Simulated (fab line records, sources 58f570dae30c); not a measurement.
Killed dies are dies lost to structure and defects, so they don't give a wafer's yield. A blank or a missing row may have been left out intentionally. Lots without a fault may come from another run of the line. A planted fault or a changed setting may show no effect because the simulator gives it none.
What tool caused it? -- flow berkeley cmos170 -- 42 wafers from 14 lots sampled at 2 of the route's 331 steps

## WHAT EACH GAUGE READ, for each wafer
UCB170_NVT_TW_MEAS_09.
lot,measured,on,NVT_TW
L554,day 5 07:43,film metro-02,516 520 517
L553,day 5 07:56,film metro-01,522 524 524
L555,day 5 21:17,film metro-04,526 523 524
L558,day 6 14:20,film metro-02,513 513 513
L557,day 6 14:34,film metro-01,526 522 519
L559,day 7 03:14,film metro-01,521 523 525
L561,day 7 11:50,film metro-02,516 515 516
L560,day 7 12:07,film metro-02,516 518 514
L562,day 7 16:22,film metro-04,526 524 528
L563,day 7 23:46,film metro-02,515 515 515
L564,day 8 00:05,film metro-01,522 522 525
L566,day 8 06:33,film metro-04,525 526 526
L573,day 9 22:54,film metro-02,585 587 585
L576,day 10 18:51,film metro-02,587 587 587

## WHAT TOOL EACH LOT RAN ON (gives the tool, then ch and the chambers of the sampled wafers, and finally the start)
lot,UCB170_NVT_IMPLANT_07
L554,"implanter-03 ch 0, day 5 07:28"
L553,"implanter-01 ch 0, day 5 07:41"
L555,"implanter-03 ch 0, day 5 21:04"
L558,"implanter-01 ch 0, day 6 14:05"
L557,"implanter-02 ch 0, day 6 14:20"
L559,"implanter-01 ch 0, day 7 02:59"
L561,"implanter-01 ch 0, day 7 11:35"
L560,"implanter-02 ch 0, day 7 11:52"
L562,"implanter-02 ch 0, day 7 16:08"
L563,"implanter-03 ch 0, day 7 23:33"
L564,"implanter-01 ch 0, day 7 23:51"
L566,"implanter-01 ch 0, day 8 06:18"
L573,"implanter-02 ch 0, day 9 22:39"
L576,"implanter-02 ch 0, day 10 18:36"
- UCB170_NVT_IMPLANT_07

## AS READ BY THE TOOLS THEMSELVES (means over the sampled wafers that have a number; for cases with no such wafer, the mark the record gives instead)
UCB170_NVT_IMPLANT_07.
lot,tool,dose ions cm2,faraday current uA,tilt deg (degrees)
L554,implanter-03,3e+12,9.38,6.965
L553,implanter-01,3e+12,9.29,7.008
L555,implanter-03,3e+12,9.70,7.006
L558,implanter-01,3e+12,9.53,6.991
L557,implanter-02,3e+12,9.75,6.976
L559,implanter-01,3e+12,9.66,7.005
L561,implanter-01,3e+12,9.61,7.024
L560,implanter-02,3e+12,9.40,6.987
L562,implanter-02,3e+12,9.54,6.981
L563,implanter-03,3e+12,9.71,7.008
L564,implanter-01,3e+12,9.47,7.001
L566,implanter-01,3e+12,9.47,6.998
L573,implanter-02,4e+12,14.20,6.992
L576,implanter-02,4e+12,14.48,6.969

## THE ANSWER, worked out from the rows above alone
Rule: usual is defined by the lots themselves. The widest of any qualifying gaps counts: lots, ordered by their means at a reading, are off when they make up no more than a third of the lots, leave a main group of 4 or more, and stand apart from it by 3 or more times the standard deviation of that group's means. The tables above print the reading to a certain number of digits; a main group whose means all agree to those digits is not used. Also off: a lot with no number at a reading for which 4 or more lots have one. All remaining lots with rows at the step are treated as sound. Order of review: gauges by route order, followed by the tools' own readings, for which a lot's mean as printed above is used. At the first step where some lot is off, the reading lying furthest off is the one used; lots without a number count as furthest.
Off: L573, L576, seen at UCB170_NVT_TW_MEAS_09 (NVT_TW). Main group: mean 520, sd 4.4.
A tool fits if, at a process step before that reading, it ran every lot that is off, and no sound lot after the first of them. The gauges at UCB170_NVT_TW_MEAS_09 aren't tried: what is off there is off at UCB170_NVT_IMPLANT_07 too, on other tools, and a gauge's error can't cause that. One fits: UCB170_NVT_IMPLANT_07 on implanter-02. A fault onset in the window from L562 (day 7 16:08, its last sound lot) to L573 (day 9 22:39, its first lot off) fits.
The tool's own readings at UCB170_NVT_IMPLANT_07 bear it out: on the lots that are off they differ by more than 5 times the standard deviation of the sound lots' means. dose ions cm2 reads 4e+12 there against 3e+12 on the sound lots; faraday current uA reads 14.34 there against 9.54 on the sound lots.

## WHAT HAD BEEN PUT IN BY THE SIMULATOR
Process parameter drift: implanter-02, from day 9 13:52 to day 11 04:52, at UCB170_NVT_IMPLANT_07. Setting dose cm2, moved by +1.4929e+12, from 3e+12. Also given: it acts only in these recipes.
Shown lots that were struck: L573, L576. Same finding as the rule above.
